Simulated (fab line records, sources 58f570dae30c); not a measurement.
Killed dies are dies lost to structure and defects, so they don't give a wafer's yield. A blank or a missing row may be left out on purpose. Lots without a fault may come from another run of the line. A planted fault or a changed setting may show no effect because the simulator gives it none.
Which tool did it? | flow berkeley_cmos170 | 14 lots, 40 wafers sampled, at 6 steps of a route of 331

WHAT THE GAUGES READ, wafer by wafer
UCB170_SILICIDE_THK_MEAS_03: measures by xrf.
lot  | measured     | on            | SILICIDE_TI_THK (nm)
L777 | day 6 22:49  | film_metro-04 | 30.1 29.6 29.8
L778 | day 6 22:56  | film_metro-01 | 29.2 29.4 29.6
L779 | day 6 23:04  | film_metro-04 | 29.2 29.3 29.2
L782 | day 7 21:51  | film_metro-04 | 29.8 30.1 30.3
L781 | day 8 04:07  | film_metro-04 | 30.2 30.1 29.8
L784 | day 8 11:18  | film_metro-04 | 30.2 30.2 30.1
L785 | day 8 11:42  | film_metro-04 | 30.4 30.3 30.3
L787 | day 9 04:18  | film_metro-03 | 30.1 29.9 30.2
L789 | day 9 13:13  | film_metro-03 | 29.8
L790 | day 10 01:07 | film_metro-04 | 30.1 30.5 29.9
L795 | day 10 20:20 | film_metro-04 | 29.9 30.0 30.0
L796 | day 10 20:28 | film_metro-01 | 30.0 29.8 29.9
L797 | day 11 05:59 | film_metro-04 | 29.6 30.0 29.6
L799 | day 11 18:05 | film_metro-03 | 30.0 29.9 29.9

UCB170_V1_THK_MEAS_04.
lot  | measured     | on            | V1_POLISHED_THK (nm)
L777 | day 7 11:14  | film_metro-02 | 1000.9 1002.2 1002.0
L778 | day 7 11:31  | film_metro-01 | 1000.7 1001.4 1001.9
L779 | day 7 11:50  | film_metro-04 | 1000.8 1000.5 1002.2
L782 | day 8 09:19  | film_metro-01 | 999.5 998.9 998.3
L781 | day 8 19:38  | film_metro-01 | 999.1 1000.7 1001.3
L784 | day 8 23:34  | film_metro-01 | 1001.1 998.9 999.7
L785 | day 8 23:35  | film_metro-02 | 1000.4 998.3 1001.1
L787 | day 9 16:01  | film_metro-02 | 999.7 998.9 998.0
L789 | day 10 02:04 | film_metro-01 | 949.3
L790 | day 10 11:50 | film_metro-02 | 948.9 999.6 1001.0
L795 | day 11 09:41 | film_metro-02 | 999.9 1000.6 1000.4
L796 | day 11 09:24 | film_metro-04 | 1000.9 1000.0 1000.4
L797 | day 11 17:58 | film_metro-01 | 1000.1 1000.9 999.8
L799 | day 12 06:41 | film_metro-02 | 998.0 999.5 997.9

UCB170_V1_CD_MEAS_90: target cd 700 nm.
lot  | measured     | on        | cd_nm (nm)
L777 | day 7 13:10  | cd_sem-01 | 701.8 702.2 701.3
L778 | day 7 13:16  | cd_sem-02 | 700.6 700.0 700.6
L779 | day 7 13:34  | cd_sem-01 | 694.8 698.1 696.2
L782 | day 8 13:28  | cd_sem-01 | 699.0 697.5 698.3
L781 | day 8 21:11  | cd_sem-01 | 700.2 698.2 699.7
L784 | day 9 01:39  | cd_sem-02 | 702.0 702.4 704.1
L785 | day 9 01:43  | cd_sem-01 | 700.2 700.8 700.5
L787 | day 9 18:43  | cd_sem-01 | 697.5 696.1 697.5
L789 | day 10 05:16 | cd_sem-01 | 698.4
L790 | day 10 13:20 | cd_sem-01 | 697.2 698.2 697.9
L795 | day 11 11:43 | cd_sem-01 | 699.7 700.6 700.1
L796 | day 11 11:13 | cd_sem-02 | 700.8 700.6 701.3
L797 | day 11 19:55 | cd_sem-02 | 699.0 698.6 700.8
L799 | day 12 08:45 | cd_sem-02 | 701.3 701.9 700.5

WHICH TOOL RAN EACH LOT (tool, then ch and the chambers of the sampled wafers, then the start)
lot  | UCB170_CONTACT_STRIP_06              | UCB170_V1_CVD_00                | UCB170_V1_ETCH_14
L777 | plasma_asher-01 ch 0, day 7 01:25    | pecvd-02 ch 0,1, day 7 10:35    | rie_diel-01 ch 0,2,3, day 7 12:52
L778 | plasma_asher-04 ch 0,1, day 7 01:34  | pecvd-01 ch 0,1,2, day 7 10:35  | rie_diel-03 ch 0,1,2, day 7 12:59
L779 | plasma_asher-02 ch 0,1, day 7 03:23  | pecvd-04 ch 1,2, day 7 10:35    | rie_diel-04 ch 1,2,3, day 7 13:14
L782 | plasma_asher-01 ch 0,1, day 8 00:31  | pecvd-04 ch 0,1,2, day 8 08:44  | rie_diel-03 ch 1,2, day 8 13:04
L781 | plasma_asher-04 ch 0,1, day 8 08:52  | pecvd-04 ch 0,1,2, day 8 19:01  | rie_diel-03 ch 0,1,3, day 8 20:55
L784 | plasma_asher-01 ch 0,1, day 8 14:12  | pecvd-02 ch 0,1,2, day 8 22:55  | rie_diel-03 ch 0,1,2, day 9 01:22
L785 | plasma_asher-01 ch 0,1, day 8 16:01  | pecvd-04 ch 0,1,2, day 8 23:00  | rie_diel-04 ch 1,2,3, day 9 01:28
L787 | plasma_asher-01 ch 0,1, day 9 07:41  | pecvd-02 ch 0,1,2, day 9 15:22  | rie_diel-01 ch 0,1,2, day 9 18:13
L789 | plasma_asher-04 ch 0, day 9 16:31    | pecvd-02 ch 2, day 10 01:28     | rie_diel-04 ch 2, day 10 04:54
L790 | plasma_asher-04 ch 0,1, day 10 04:07 | pecvd-02 ch 1,2, day 10 11:11   | rie_diel-04 ch 0,1,2, day 10 13:04
L795 | plasma_asher-02 ch 0,1, day 10 23:26 | pecvd-04 ch 1,2, day 11 08:44   | rie_diel-03 ch 1,3, day 11 11:26
L796 | plasma_asher-01 ch 0,1, day 10 23:33 | pecvd-01 ch 0,2, day 11 08:44   | rie_diel-01 ch 0,1, day 11 10:54
L797 | plasma_asher-01 ch 1, day 11 08:40   | pecvd-04 ch 1,2, day 11 17:16   | rie_diel-04 ch 0,2, day 11 19:38
L799 | plasma_asher-02 ch 0,1, day 11 21:02 | pecvd-04 ch 0,1,2, day 12 06:06 | rie_diel-03 ch 0,3, day 12 08:25
- UCB170_CONTACT_STRIP_06: strips in O2.
- UCB170_V1_CVD_00: deposits SiO2 from TEOS/O2, target thk 2000 nm, time 250 s.
- UCB170_V1_ETCH_14: etches SiO2 in CHF3/CF4/Ar, stops on Al, target depth 1250 nm, time 291 s.

WHAT THE TOOLS THEMSELVES READ (means of the sampled wafers that have a number; where no wafer has one, the mark that the record gives instead)
UCB170_CONTACT_STRIP_06.
lot  | tool            | drypump_motor_current_A (A) | oes_product_au (a.u.) | strip_time_to_endpoint_s (s)
L777 | plasma_asher-01 | 5.3                         | 0.731                 | 21.98
L778 | plasma_asher-04 | 5.2                         | 0.736                 | 21.84
L779 | plasma_asher-02 | 5.2                         | 0.734                 | 21.97
L782 | plasma_asher-01 | 5.5                         | 0.733                 | 22.08
L781 | plasma_asher-04 | 5.2                         | 0.738                 | 21.92
L784 | plasma_asher-01 | 5.7                         | 0.736                 | 21.97
L785 | plasma_asher-01 | 5.4                         | 0.733                 | 21.97
L787 | plasma_asher-01 | 5.5                         | 0.736                 | 21.92
L789 | plasma_asher-04 | 4.7                         | 0.739                 | 21.94
L790 | plasma_asher-04 | 5.0                         | 0.733                 | 21.95
L795 | plasma_asher-02 | 5.4                         | 0.729                 | 21.99
L796 | plasma_asher-01 | 5.7                         | 0.732                 | 22.01
L797 | plasma_asher-01 | 5.9                         | 0.736                 | 21.93
L799 | plasma_asher-02 | 5.4                         | 0.734                 | 22.04

UCB170_V1_CVD_00.
lot  | tool     | heater_power_w (W)
L777 | pecvd-02 | 316
L778 | pecvd-01 | 215
L779 | pecvd-04 | 179
L782 | pecvd-04 | 227
L781 | pecvd-04 | 202
L784 | pecvd-02 | 306
L785 | pecvd-04 | 203
L787 | pecvd-02 | 297
L789 | pecvd-02 | 335
L790 | pecvd-02 | 321
L795 | pecvd-04 | 183
L796 | pecvd-01 | 227
L797 | pecvd-04 | 190
L799 | pecvd-04 | 234

UCB170_V1_ETCH_14.
lot  | tool        | cf4_flow_sccm (sccm) | drypump_motor_current_A (A) | oes_product_au (a.u.) | throttle_valve_pct (%)
L777 | rie_diel-01 | 14.99                | 5.9                         | 0.866                 | 7.05
L778 | rie_diel-03 | 15.02                | 5.9                         | 0.875                 | 6.87
L779 | rie_diel-04 | 14.98                | 5.7                         | 0.871                 | 6.92
L782 | rie_diel-03 | 14.99                | 6.0                         | 0.877                 | 6.87
L781 | rie_diel-03 | 14.99                | 5.9                         | 0.880                 | 6.97
L784 | rie_diel-03 | 14.99                | 5.9                         | 0.875                 | 6.86
L785 | rie_diel-04 | 14.99                | 5.6                         | 0.869                 | 6.91
L787 | rie_diel-01 | 14.98                | 5.6                         | 0.867                 | 7.06
L789 | rie_diel-04 | 15.06                | 5.9                         | 0.837                 | 7.08
L790 | rie_diel-04 | 14.99                | 5.7                         | 0.862                 | 6.84
L795 | rie_diel-03 | 15.08                | 6.1                         | 0.896                 | 7.01
L796 | rie_diel-01 | 15.04                | 5.6                         | 0.870                 | 7.04
L797 | rie_diel-04 | 15.02                | 6.0                         | 0.868                 | 6.86
L799 | rie_diel-03 | 15.00                | 5.7                         | 0.878                 | 7.05

THE ANSWER, worked out from the rows above alone
Rule: what is usual is taken from the lots themselves. Put in order of their means at a reading, lots are off if they are a third of the lots or fewer, leave a main group of 4 or more, and stand apart from it by a gap of 3 or more times the standard deviation of the main group's means; of several such gaps the widest counts. A main group whose means are all the same, to the digits that the tables above print for the reading, isn't used. A lot without any number at a reading at which 4 lots or more have one is off too. The other lots that the step has rows for count as sound. The gauges are gone through in route order, then the tools' own readings, and for those a lot's mean is taken as printed above. The first step at which some lot is off is used, and at that step the reading that is off furthest; a lot without a number counts as furthest.
Off: L789, L790, at UCB170_V1_THK_MEAS_04 (V1_POLISHED_THK). The main group: mean 1000.1 nm, standard deviation 0.96.
A tool fits if, at a process step before that reading, it ran every lot that is off, and no sound lot after the first of them. The gauges at UCB170_V1_THK_MEAS_04 are tried like those tools. Can't be told from this: 2 tools fit, plasma_asher-04 at UCB170_CONTACT_STRIP_06, pecvd-02 at UCB170_V1_CVD_00.

WHAT THE SIMULATOR HAD PUT IN
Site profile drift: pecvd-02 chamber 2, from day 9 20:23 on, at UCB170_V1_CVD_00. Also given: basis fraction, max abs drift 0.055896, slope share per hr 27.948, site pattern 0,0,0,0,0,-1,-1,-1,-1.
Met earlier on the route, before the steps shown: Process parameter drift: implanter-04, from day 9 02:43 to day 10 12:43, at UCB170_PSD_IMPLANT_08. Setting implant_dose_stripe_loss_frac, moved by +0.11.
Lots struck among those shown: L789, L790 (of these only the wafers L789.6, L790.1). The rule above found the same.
